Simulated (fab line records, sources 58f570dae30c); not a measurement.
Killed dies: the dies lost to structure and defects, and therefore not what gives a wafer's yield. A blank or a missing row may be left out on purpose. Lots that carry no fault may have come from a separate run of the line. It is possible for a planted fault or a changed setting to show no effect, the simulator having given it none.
fab line records	flow berkeley-cmos170
record: lots: 6	wafers: 18	last-day: 14
route steps=331 shown V1@256 M3@331
lots that met no fault: taken from a fault-free run of the same line
start-h: the number of hours between the record's first day and the start of the first shown wafer of the lot	wait-h: time in hours since the lot's previous step	" repeats the value in the row above	L1.1+2: one row covering several wafers at once	- no value, or no start given	* or withheld: withheld	< > ~ a bound
route shown NAME@n: NAME is a module with steps in the file, n the number in the route of the first one	usual: the fault-free wafers' mean and standard deviation	same: alike in all rows	chamber/n: place in a boat	sites: per-site readings	_std_site: their standard deviation	_edge_site: mean of outer sites minus mean of inner sites	radius-mm: how far each site lies from the wafer's centre	mask NAME#n: copy n	behind: tool/chamber where the wafer was last shaped	hold: what put the lot on hold/how long, in hours/how the hold closed	device: the n, p or np transistor that did not switch	end of line: the same wafers' tests at the end of the route	a step without rows: its recipe alone	killed: dies that structure and defects cost at the first sort, which is not the same as the wafer's yield	map: shows each die of a wafer: x if killed, . if not, _ if none is there
set.NAME: the setting as run; set.NAME@STEP: as run at that earlier step	model.NAME: the simulator's own value behind a step, which no gauge read
lots at selected steps of the route; one table per step, one row per wafer
services: from which hour (start-h, from the record's first day; less than 0 if before it) a tool's chamber was out of use, for how many hours, and why
== steps ==
step: UCB170_V1_CMP_02
recipe: material: SiO2	down-force-psi: 6	platen-rpm: 60	pad-velocity-m-s: 0.75398
usual: motor-current-A: 15.5/1.6	slurry-flow-ml-min: 149.9/0.46
lot.wafer	tool	chamber	start-h	wait-h	motor-current-A	slurry-flow-ml-min
L345.3	cmp-02	0	237.30	0.1	16.8	150.1
L345.2	"	1	"	"	19.6	150.4
L345.5	"	0	"	"	17.2	150.2
L344.3	cmp-01	2	238.68	0.1	15.4	149.9
L344.2	"	3	"	"	14.7	150.5
L344.6	"	1	"	"	16.2	149.5
L351.2	cmp-02	1	280.94	0.0	17.6	150.2
L351.4	"	3	"	"	13.9	149.6
L351.3	"	0	"	"	16.9	149.9
L354.2	cmp-01	3	297.61	0.1	15.4	150.1
L354.6	"	1	"	"	15.5	148.8
L354.5	"	2	"	"	14.5	150.3
L355.2	cmp-01	0	297.81	0.3	14.7	149.5
L355.4	"	1	"	"	16.1	149.8
L355.1	"	2	"	"	14.2	150.8
L357.1	cmp-01	0	313.15	0.1	15.6	149.9
L357.3	"	2	"	"	14.4	150.6
L357.5	"	0	"	"	14.8	149.1
step: UCB170_V1_BOW_MEAS_03
recipe: mode: bow
usual: V1_BOW: 19/6.6
lot.wafer	tool	chamber	start-h	wait-h	V1_BOW[um]
L345.2	film-metro-01	-	237.57	0.2	0
L345.3	"	-	"	"	23
L345.5	"	-	"	"	26
L344.2	film-metro-01	-	238.90	0.1	23
L344.3	"	-	"	"	1
L344.6	"	-	"	"	8
L351.2	film-metro-03	-	281.26	0.3	18
L351.3	"	-	"	"	22
L351.4	"	-	"	"	18
L354.2	film-metro-03	-	297.83	0.2	27
L354.5	"	-	"	"	17
L354.6	"	-	"	"	35
L355.1	film-metro-02	-	298.11	0.1	9
L355.2	"	-	"	"	7
L355.4	"	-	"	"	16
L357.1	film-metro-02	-	313.45	0.2	36
L357.3	"	-	"	"	23
L357.5	"	-	"	"	40
step: UCB170_V1_THK_MEAS_04
recipe: reads: SiO2_of_V1_CVD_00
usual: V1_POLISHED_THK: 1000.2/0.92
lot.wafer	tool	chamber	start-h	wait-h	V1_POLISHED_THK[nm]
L345.2	film-metro-01	-	237.68	0.1	1000.9
L345.3	"	-	"	"	1000.9
L345.5	"	-	"	"	1000.7
L344.2	film-metro-01	-	239.01	0.1	1000.2
L344.3	"	-	"	"	999.3
L344.6	"	-	"	"	1000.0
L351.2	film-metro-03	-	281.37	0.1	999.3
L351.3	"	-	"	"	1001.5
L351.4	"	-	"	"	1001.4
L354.2	film-metro-03	-	297.94	0.1	998.2
L354.5	"	-	"	"	1000.3
L354.6	"	-	"	"	1000.1
L355.1	film-metro-02	-	298.23	0.1	1000.2
L355.2	"	-	"	"	1000.0
L355.4	"	-	"	"	1000.1
L357.1	film-metro-02	-	313.57	0.1	1001.5
L357.3	"	-	"	"	1000.3
L357.5	"	-	"	"	1000.5
step: UCB170_V1_CLEAN_05
recipe: chemistry: DIW
step: UCB170_V1_HMDS_06
recipe: prime-time-s: 60	prime-temp-c: 100
step: UCB170_V1_COAT_07
recipe: resist: KrF	spin-rpm: 1500	resist-thk-nm: 900
step: UCB170_V1_SOFTBAKE_08
recipe: resist: KrF	temp-c: 130	time-s: 60
step: UCB170_V1_EXPOSE_09
recipe: mask-id: VIA1	target-cd-nm: 700	na: 0.5	sigma-outer: 0.6	source-shape: conventional	dose-mj: 37
step: UCB170_V1_PEB_10
recipe: peb-temp-c: 130	peb-time-s: withheld	resist: KrF
step: UCB170_V1_DEVELOP_11
recipe: developer: TMAH	develop-time-s: 45	resist: KrF	dev-temp-c: 21
step: UCB170_V1_CD_MEAS_12
recipe: target-cd-nm: 700
usual: cd-nm: 699.7/1.3
lot.wafer	tool	chamber	start-h	wait-h	cd-nm
L345.2	cd-sem-02	-	239.11	-	702.1
L345.3	"	-	"	"	700.1
L345.5	"	-	"	"	700.7
L344.2	cd-sem-02	-	241.00	-	700.1
L344.3	"	-	"	"	701.5
L344.6	"	-	"	"	701.3
L351.2	cd-sem-01	-	283.10	-	699.5
L351.3	"	-	"	"	699.9
L351.4	"	-	"	"	699.5
L354.2	cd-sem-02	-	300.25	-	699.1
L354.5	"	-	"	"	698.3
L354.6	"	-	"	"	698.6
L355.1	cd-sem-02	-	300.50	-	700.6
L355.2	"	-	"	"	699.2
L355.4	"	-	"	"	698.9
L357.1	cd-sem-01	-	314.79	-	699.4
L357.3	"	-	"	"	700.0
L357.5	"	-	"	"	698.3
step: UCB170_V1_OVL_MEAS_13
usual: V1_OVL: 3/5
lot.wafer	tool	chamber	start-h	wait-h	V1_OVL[nm]
L345.2	overlay-01	-	239.22	0.1	-2
L345.3	"	-	"	"	2
L345.5	"	-	"	"	-1
L344.2	overlay-02	-	241.11	0.1	6
L344.3	"	-	"	"	11
L344.6	"	-	"	"	4
L351.2	overlay-01	-	283.21	0.1	2
L351.3	"	-	"	"	3
L351.4	"	-	"	"	2
L354.2	overlay-01	-	300.35	0.1	5
L354.5	"	-	"	"	8
L354.6	"	-	"	"	0
L355.1	overlay-01	-	300.62	0.1	2
L355.2	"	-	"	"	-5
L355.4	"	-	"	"	-1
L357.1	overlay-01	-	314.91	0.1	-1
L357.3	"	-	"	"	8
L357.5	"	-	"	"	2
step: UCB170_V1_ETCH_14
recipe: chemistry: CHF3/CF4/Ar	target: SiO2	stop-on: Al	CHF3_flow_sccm: 45	cf4-flow-sccm: 15	Ar_flow_sccm: 150	pressure-mtorr: 200	rf-w: 700	target-depth-a: 12500	over-etch-frac: 0.25	time-s: 291
usual: drypump-motor-current-A: 5.93/0.26	oes-product-au: 0.874/0.0092	run-length-s: 319.7/0.44	throttle-valve-pct: 6.94/0.12
lot.wafer	tool	chamber	start-h	wait-h	drypump-motor-current-A	oes-product-au	rf-hours-counter-h	run-length-s	throttle-valve-pct	model.KrF_of_V1_COAT_07.thk-nm
L345.2	rie-diel-04	1	239.25	0.0	5.74	0.878	2	319.5	6.82	613.7
L345.3	"	0	"	"	6.15	0.875	3	320.1	6.76	612.7
L345.5	"	0	"	"	6.17	0.873	-	320.4	6.73	612.4
L344.2	rie-diel-01	1	241.14	0.0	5.50	0.859	133	319.7	7.11	613.2
L344.3	"	3	"	"	5.67	0.885	111	318.8	6.94	609.5
L344.6	"	3	"	"	5.66	0.890	-	319.2	6.94	610.3
L351.2	rie-diel-04	3	283.24	0.0	5.96	0.878	2	320.4	7.13	606.4
L351.3	"	0	"	"	6.13	1.012	5	265.6	6.76	658.5
L351.4	"	1	"	"	5.77	0.883	4	319.7	6.82	604.5
L354.2	rie-diel-01	0	300.38	0.0	5.87	0.864	3	320.4	6.80	616
L354.5	"	2	"	"	6.06	0.877	-	319.3	7.02	611.1
L354.6	"	3	"	"	5.70	0.885	-	319.1	6.93	613.7
L355.1	rie-diel-04	1	300.66	0.0	5.74	0.876	5	319.6	6.81	608.3
L355.2	"	0	"	"	6.17	1.011	6	265.7	6.75	659.6
L355.4	"	3	"	"	5.97	0.880	3	320.2	7.15	607.7
L357.1	rie-diel-01	3	314.94	0.0	5.72	0.896	114	319.0	6.94	610.1
L357.3	"	2	"	"	6.08	0.876	63	319.5	7.01	607.1
L357.5	"	0	"	"	5.84	0.874	-	320.2	6.80	610.6
step: UCB170_V1_STRIP_15
recipe: chemistry: O2	power-w: 400	pressure-mtorr: 3500	platen-temp-c: withheld	o2-flow-sccm: 400	overash-fraction: 0.5
usual: drypump-motor-current-A: 5.4/0.34	oes-product-au: 0.722/0.0046	strip-time-to-endpoint-s: 15.30/0.1
same: overash-fraction: 0.5
lot.wafer	tool	chamber	start-h	wait-h	drypump-motor-current-A	oes-product-au	rf-hours-counter-h	strip-time-to-endpoint-s
L345.2	plasma-asher-02	0	239.42	0.1	5.3	0.722	47	15.41
L345.3	"	1	"	"	5.2	0.716	-	15.38
L345.5	"	0	"	"	5.4	0.716	-	15.38
L344.2	plasma-asher-02	1	241.32	0.1	5.2	0.719	47	15.40
L344.3	"	1	"	"	5.2	0.715	-	15.30
L344.6	"	1	"	"	5.2	0.718	-	15.33
L351.2	plasma-asher-01	0	283.41	0.1	5.1	0.723	19	15.22
L351.3	"	1	"	"	5.7	0.723	-	16.38
L351.4	"	0	"	"	5.1	0.720	-	15.19
L354.2	plasma-asher-01	0	300.56	0.1	5.2	0.720	21	15.43
L354.5	"	0	"	"	5.2	0.719	-	15.35
L354.6	"	1	"	"	5.7	0.728	-	15.41
L355.1	plasma-asher-01	1	300.84	0.1	5.7	0.726	21	15.27
L355.2	"	0	"	"	5.1	0.728	21	16.42
L355.4	"	1	"	"	5.7	0.720	-	15.25
L357.1	plasma-asher-04	0	315.12	0.1	5.4	0.719	47	15.31
L357.3	"	0	"	"	5.4	0.716	-	15.23
L357.5	"	1	"	"	6.3	0.713	-	15.31
step: UCB170_V1_CD_MEAS_90
recipe: target-cd-nm: 700
usual: cd-nm: 699.6/1.4
lot.wafer	tool	chamber	start-h	wait-h	cd-nm
L345.2	cd-sem-01	-	239.54	0.1	702.0
L345.3	"	-	"	"	699.7
L345.5	"	-	"	"	700.7
L344.2	cd-sem-01	-	241.44	0.1	700.3
L344.3	"	-	"	"	702.1
L344.6	"	-	"	"	701.6
L351.2	cd-sem-01	-	283.53	0.1	699.9
L351.3	"	-	"	"	698.1
L351.4	"	-	"	"	700.6
L354.2	cd-sem-02	-	300.68	0.1	699.7
L354.5	"	-	"	"	697.8
L354.6	"	-	"	"	698.8
L355.1	cd-sem-01	-	300.94	0.1	701.7
L355.2	"	-	"	"	697.6
L355.4	"	-	"	"	699.3
L357.1	cd-sem-02	-	315.22	0.1	698.7
L357.3	"	-	"	"	700.0
L357.5	"	-	"	"	698.3
step: UCB170_M3_PROBE_99
lot.wafer	tool	chamber	start-h	wait-h	model.etest.antenna-m2.vt-shift-v
L345.2	prober-02	-	247.74	0.1	-0.01481
L345.3	prober-02	-	247.79	0.2	-0.01588
L345.5	prober-02	-	247.89	0.2	-0.01148
L344.2	prober-01	-	249.71	0.1	-0.01523
L344.3	prober-01	-	249.76	0.2	-0.01511
L344.6	prober-01	-	249.91	0.2	-0.0103
L351.2	prober-02	-	297.75	0.1	-0.01509
L351.3	prober-02	-	297.80	0.2	-0.009973
L351.4	prober-02	-	297.85	0.2	-0.0158
L354.2	prober-02	-	309.76	0.1	-0.01494
L354.5	prober-02	-	309.91	0.2	-0.01556
L354.6	prober-02	-	309.96	0.2	-0.01084
L355.1	prober-01	-	310.52	0.1	-0.01135
L355.2	prober-01	-	310.57	0.1	-0.007644
L355.4	prober-01	-	310.67	0.2	-0.01442
L357.1	prober-02	-	324.16	0.1	-0.01435
L357.3	prober-02	-	324.26	0.2	-0.01205
L357.5	prober-02	-	324.36	0.2	-0.01167
killed by level:class
L345.2 SPACER:geometric-particle:short=1
L345.3 WELLDRIVE:geometric-particle:open=1 SCREENOX:geometric-particle:short=1
L344.2 SACOX:geometric-particle:open=1 GATE:geometric-particle:open=1 V1:geometric-particle:open=1 V1:geometric-particle:short=1 M2:geometric-particle:short=1 M3:geometric-particle:short=1
L344.3 NWELL:geometric-particle:short=1 SCREENOX:geometric-particle:open=1 CONTACT:geometric-particle:open=1 M3:geometric-particle:open=1
L344.6 M1:geometric-particle:short=1 M3:geometric-particle:short=1
L354.2 SACOX:geometric-particle:open=1 M2:geometric-particle:short=1
L354.5 FIELD:geometric-particle:open=1 SILICIDE:geometric-particle:open=1
L354.6 GATE:geometric-particle:short=1 V2:geometric-particle:short=1 M3:geometric-particle:short=1
L357.1 SILICIDE:geometric-particle:open=2 FIELD:geometric-particle:open=1 ACTIVE:area-etch=1
L357.3 FIELD:geometric-particle:short=1
L357.5 CONTACT:geometric-particle:open=1 M2:geometric-particle:short=1 V2:geometric-particle:open=1
== services ==
tool	chamber	start-h	hours	kind
cmp-01	-	215.60	0.2	repair
rie-diel-04	0	215.87	8.9	repair
cmp-01	-	218.34	1.0	repair
cmp-02	-	232.00	4.0	pm
cmp-02	-	236.00	-	consumable-replace:conditioner
cmp-02	-	236.00	-	consumable-replace:pad
cmp-01	-	239.53	0.6	repair
rie-diel-01	1	250.82	-	clean
rie-diel-01	1	250.82	15.4	scheduled-down
rie-diel-01	1	250.82	15.4	vent-cycle
plasma-asher-04	-	257.16	0.5	repair
cmp-01	-	272.11	3.3	pm
rie-diel-04	1	288.41	4.1	repair
cmp-02	-	296.01	3.0	repair
rie-diel-01	2	308.24	4.3	repair
rie-diel-04	3	311.85	6.4	repair
== key ==
first-sign: step: UCB170_V1_ETCH_14	reading: run-length-s	direction: down	sigmas: 99+	usual: *	struck: *
effect: step: UCB170_V1_ETCH_14	reading: oes-product-au	direction: up	sigmas: 15	usual: 0.874	struck: 1.011
effect: step: UCB170_V1_STRIP_15	reading: strip-time-to-endpoint-s	direction: up	sigmas: 11	usual: *	struck: *
model-effect: step: UCB170_V1_ETCH_14	value: KrF_of_V1_COAT_07.thk-nm	without: 606.8	struck: 659
model-effect: step: UCB170_M3_PROBE_99	value: etest.antenna-m2.vt-shift-v	without: -0.0128	struck: -0.008809
met-at UCB170_V1_ETCH_14
struck-wafers L351.3,L355.2
sort-left-out L351.3,L355.2
onset-between 239.25 283.24
fault: kind: process-parameter-drift	tool: rie-diel-04	chamber: 0	onset-h: 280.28	steps: UCB170_V1_ETCH_14	channel: time-s	offset: *	shape: step	end-h: 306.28	acts-in: *	stated: *
sort-left-out: the simulated sort isn't trusted on such a fault, so these wafers' sort isn't shown, and their yield isn't known
